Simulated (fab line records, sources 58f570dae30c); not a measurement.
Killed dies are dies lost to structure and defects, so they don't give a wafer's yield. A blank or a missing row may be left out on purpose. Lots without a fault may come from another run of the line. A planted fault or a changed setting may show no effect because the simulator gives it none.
fab line records | flow berkeley_cmos170
record lots=14 wafers=42 last_day=12
route steps=331 shown NWELL@27
lots that met no fault: from a run of the same line without faults
start_h: hours from the record's first day to the start of the lot's first wafer shown | wait_h: hours since the lot's step before | " the same as in the row above | L1.1+2: a row that stands for several wafers | - no value, or no start given | * or withheld: withheld | < > ~ a bound
route shown NAME@n: a module of which the file shows steps, and the number in the route of the first | usual: mean/standard deviation of fault-free wafers | same: alike in all rows | chamber/n: place in a boat | sites: the reading at each site | _std_site: their standard deviation | _edge_site: outer sites' mean less inner sites' | radius_mm: how far each site lies from the wafer's centre | mask NAME#n: copy n | behind: the tool/chamber that last shaped the wafer | hold: why the lot was held/for how many hours/how that ended | device: the transistor (n, p or np) that didn't switch | end of line: the same wafers' tests at the end of the route | a step without rows: its recipe alone | killed: dies lost to structure and defects at the first sort, not the wafer's yield | map: a wafer's dies, x killed, . not, _ none there
set.NAME: the setting as run; set.NAME@STEP: as run at that earlier step | model.NAME: the simulator's own value behind a step, which no gauge read
steps of the route over a sample of lots; a table a step, a row a wafer
services: from which hour (start_h, from the record's first day; less than 0 if before it) a tool's chamber was out of use, for how many hours, and why
## steps
# step UCB170_NWELL_ETCH_13
# recipe chemistry=CH3F/Ar/O2 target=Si3N4 stop_on=SiO2 CH3F_flow_sccm=20 Ar_flow_sccm=50 O2_flow_sccm=7 pressure_mtorr=50 rf_w=450 target_depth_a=2464 over_etch_frac=0.1 time_s=154
# usual CH3F_flow_sccm=20.00/0.06 O2_flow_sccm=6.995/0.02 drypump_motor_current_A=5.6/0.47 mfc_ar_sccm=50.02/0.14 oes_product_au=0.941/0.014 throttle_valve_pct=8.01/0.17
# columns lot.wafer tool chamber start_h wait_h CH3F_flow_sccm O2_flow_sccm drypump_motor_current_A mfc_ar_sccm oes_product_au rf_hours_counter_h throttle_valve_pct
L755.1 rie_diel-01 3 28.35 0.0 20.01 6.980 5.0 49.91 0.942 28 7.98
L755.3 " 2 " " 20.05 6.974 5.6 50.05 0.932 12 8.19
L755.5 " 1 " " 20.00 6.968 5.8 50.03 0.955 - 8.02
L757.3 rie_diel-04 3 36.57 0.0 19.93 6.976 6.4 50.20 0.922 107 7.82
L757.5 " 2 " " 19.99 7.017 5.2 49.78 0.922 - 8.00
L757.6 " 3 " " 20.02 6.964 6.4 50.12 0.939 - 7.83
L758.2 rie_diel-04 2 44.72 0.0 20.00 7.005 5.2 50.20 0.938 20 7.99
L758.4 " 0 " " 19.96 7.004 5.1 50.01 0.951 35 7.77
L758.6 " 2 " " 19.96 6.998 5.2 50.08 0.926 - 7.98
L761.1 rie_diel-04 1 63.48 0.0 20.05 6.974 5.3 49.97 0.930 3 8.08
L761.3 " 2 " " 19.95 7.012 5.2 50.03 0.936 21 7.98
L761.6 " 3 " " 20.06 6.998 6.4 50.03 0.929 - 7.82
L762.1 rie_diel-04 3 71.98 0.0 20.01 7.025 6.4 50.14 0.935 109 7.83
L762.3 " 1 " " 20.04 6.955 5.3 49.86 0.927 4 8.09
L762.5 " 0 " " 20.15 6.985 5.1 49.84 0.957 - 7.77
L763.1 rie_diel-01 0 78.87 0.0 20.02 7.007 6.3 49.96 0.960 119 8.28
L763.4 " 1 " " 19.98 7.015 5.7 50.04 0.944 94 8.00
L763.5 " 0 " " 19.98 7.004 6.4 50.03 0.974 - 8.29
L764.3 rie_diel-04 2 79.14 0.0 19.96 6.990 5.2 49.85 0.934 22 7.98
L764.4 " 1 " " 19.91 6.988 5.3 49.91 0.918 4 8.07
L764.5 " 3 " " 19.96 7.002 6.5 50.04 0.932 - 7.83
L765.3 rie_diel-03 1 84.83 0.0 19.97 7.021 5.4 50.20 0.928 34 8.11
L765.4 " 2 " " 20.10 6.999 6.1 49.98 0.954 - 8.21
L765.6 " 1 " " 19.95 6.992 5.3 50.02 0.935 - 8.10
L768.1 rie_diel-03 0 92.67 0.0 19.95 6.986 5.9 50.04 0.928 120 7.76
L768.4 " 2 " " 20.01 7.024 6.1 50.14 0.946 - 8.19
L768.5 " 1 " " 20.02 7.014 5.4 50.15 0.939 - 8.10
L767.2 rie_diel-01 1 92.81 0.0 19.97 6.983 5.7 49.81 0.929 95 8.01
L767.4 " 0 " " 19.99 6.944 6.3 49.96 0.977 120 8.29
L767.5 " 3 " " 20.06 6.960 5.0 50.07 0.942 - 8.01
L774.2 rie_diel-01 0 129.28 0.1 - - - - - - -
L774.5 " 0 " " - - - - - - -
L774.6 " 3 " " - - - - - - -
L775.1 rie_diel-01 3 136.25 0.0 - - - - - - -
L775.3 " 1 " " - - - - - - -
L775.4 " 2 " " - - - - - - -
L777.2 rie_diel-04 0 139.96 0.0 20.03 6.993 5.1 50.23 0.956 40 7.76
L777.5 " 1 " " 20.03 6.994 5.3 50.03 0.940 - 8.07
L777.6 " 0 " " 20.01 6.991 5.1 50.05 0.957 - 7.76
L778.1 rie_diel-04 0 150.42 0.0 19.99 7.000 5.2 49.91 0.958 40 7.77
L778.2 " 2 " " 19.98 7.013 5.2 49.97 0.935 25 8.01
L778.4 " 3 " " 20.03 7.020 6.4 49.91 0.939 113 7.82
# step UCB170_NWELL_STRIP_15
# recipe chemistry=O2 power_w=400 pressure_mtorr=3500 platen_temp_c=withheld o2_flow_sccm=400 overash_fraction=0.5
# usual drypump_motor_current_A=6.0/0.66 oes_product_au=0.720/0.0048 strip_time_to_endpoint_s=18.01/0.076
# columns lot.wafer tool chamber start_h wait_h drypump_motor_current_A oes_product_au rf_hours_counter_h strip_time_to_endpoint_s
L755.1 plasma_asher-04 0 28.60 0.1 6.6 0.713 31 17.97
L755.3 " 1 " " 6.5 0.712 - 17.90
L755.5 " 0 " " 6.5 0.722 - 18.05
L757.3 plasma_asher-04 0 36.85 0.1 6.6 0.712 - 17.89
L757.5 " 1 " " 6.5 0.722 - 17.94
L757.6 " 0 " " 6.5 0.721 - 17.95
L758.2 plasma_asher-02 0 44.97 0.1 5.6 0.722 33 18.01
L758.4 " 0 " " 5.6 0.723 - 18.01
L758.6 " 0 " " 5.6 0.718 - 17.95
L761.1 plasma_asher-02 1 63.74 0.1 6.5 0.724 35 18.08
L761.3 " 1 " " 6.4 0.724 - 18.03
L761.6 " 0 " " 5.5 0.722 - 18.06
L762.1 plasma_asher-04 0 72.23 0.1 6.6 0.708 37 17.97
L762.3 " 1 " " 6.5 0.722 - 17.97
L762.5 " 1 " " 6.5 0.722 - 18.10
L763.1 plasma_asher-04 0 79.12 0.1 6.6 0.708 38 18.24
L763.4 " 1 " " 6.5 0.715 - 17.98
L763.5 " 1 " " 6.5 0.724 - 18.14
L764.3 plasma_asher-02 0 79.43 0.1 5.6 0.718 - 18.02
L764.4 " 1 " " 6.5 0.714 - 18.12
L764.5 " 0 " " 5.6 0.721 - 17.89
L765.3 plasma_asher-01 0 85.11 0.1 5.9 0.725 - 18.07
L765.4 " 1 " " 4.7 0.717 - 18.05
L765.6 " 1 " " 4.6 0.720 - 18.02
L768.1 plasma_asher-01 0 92.92 0.1 5.9 0.725 31 17.96
L768.4 " 1 " " 4.7 0.721 - 17.89
L768.5 " 0 " " 5.9 0.722 - 18.00
L767.2 plasma_asher-02 0 93.06 0.1 5.6 0.718 40 18.06
L767.4 " 0 " " 5.6 0.723 - 18.24
L767.5 " 1 " " 6.5 0.724 - 18.09
L774.2 plasma_asher-01 0 129.53 0.1 5.9 0.728 36 21.64
L774.5 " 0 " " 5.9 0.740 - 21.63
L774.6 " 1 " " 4.7 0.734 - 21.59
L775.1 plasma_asher-02 1 136.50 0.1 6.4 0.742 0 21.70
L775.3 " 1 " " 6.4 0.733 - 21.69
L775.4 " 0 " " 5.6 0.733 - 21.67
L777.2 plasma_asher-04 0 140.21 0.1 6.5 0.721 47 18.07
L777.5 " 0 " " 6.5 0.721 - 18.02
L777.6 " 1 " " 6.5 0.714 - 17.99
L778.1 plasma_asher-01 1 150.67 0.1 4.7 0.723 38 18.10
L778.2 " 0 " " 5.9 0.718 38 18.07
L778.4 " 0 " " 5.9 0.725 - 18.02
## services
# columns tool chamber start_h hours kind
plasma_asher-01 - 6.36 4.1 repair
plasma_asher-02 - 30.25 14.6 pm
rie_diel-03 2 35.63 - clean
rie_diel-03 2 35.63 20.4 scheduled_down
rie_diel-03 2 35.63 20.4 vent_cycle
rie_diel-03 0 73.18 16.4 repair
rie_diel-03 3 89.61 - clean
rie_diel-03 3 89.61 20.0 scheduled_down
rie_diel-03 3 89.61 20.0 vent_cycle
rie_diel-03 1 93.06 8.5 repair
plasma_asher-02 - 95.26 28.1 pm
rie_diel-01 2 118.82 16.3 repair
plasma_asher-02 - 123.36 9.0 pm
plasma_asher-02 0 123.36 9.0 vent_cycle
plasma_asher-02 1 123.36 9.0 vent_cycle
plasma_asher-02 - 132.36 2.8 pm
plasma_asher-02 0 132.36 - clean
plasma_asher-02 1 132.36 - clean
plasma_asher-04 - 142.12 0.9 repair
plasma_asher-02 - 149.18 1.8 repair
## key
first_sign step=UCB170_NWELL_ETCH_13 reading=tool_record direction=missing
effect step=UCB170_NWELL_STRIP_15 reading=strip_time_to_endpoint_s direction=up sigmas=48 usual=* struck=*
met_at UCB170_NWELL_ETCH_13
struck_lots L774,L775
later_rows_left_out L774.2,L774.5,L774.6,L775.1,L775.3,L775.4
sort_left_out L774.2,L774.5,L774.6,L775.1,L775.3,L775.4
tester_left_out L774,L775
onset_between 92.81 129.28
fault kind=skipped_step_whole tool=rie_diel-01 chamber=- onset_h=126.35 steps=UCB170_NWELL_ETCH_13 scope=struck_lots_only
# tester_left_out: of these lots the tester's yield and bins aren't shown, on N5 and GAA mostly nor the transistor test; their killed dies are dies lost to structure and defects alone, not to doping, threshold or leakage, so they don't give the yield
# sort_left_out: the simulated sort isn't trusted on such a fault, so these wafers' sort isn't shown, and their yield isn't known
# later_rows_left_out: the simulator's readings of these wafers behind a module that went badly wrong aren't trusted and aren't shown, but for the sort
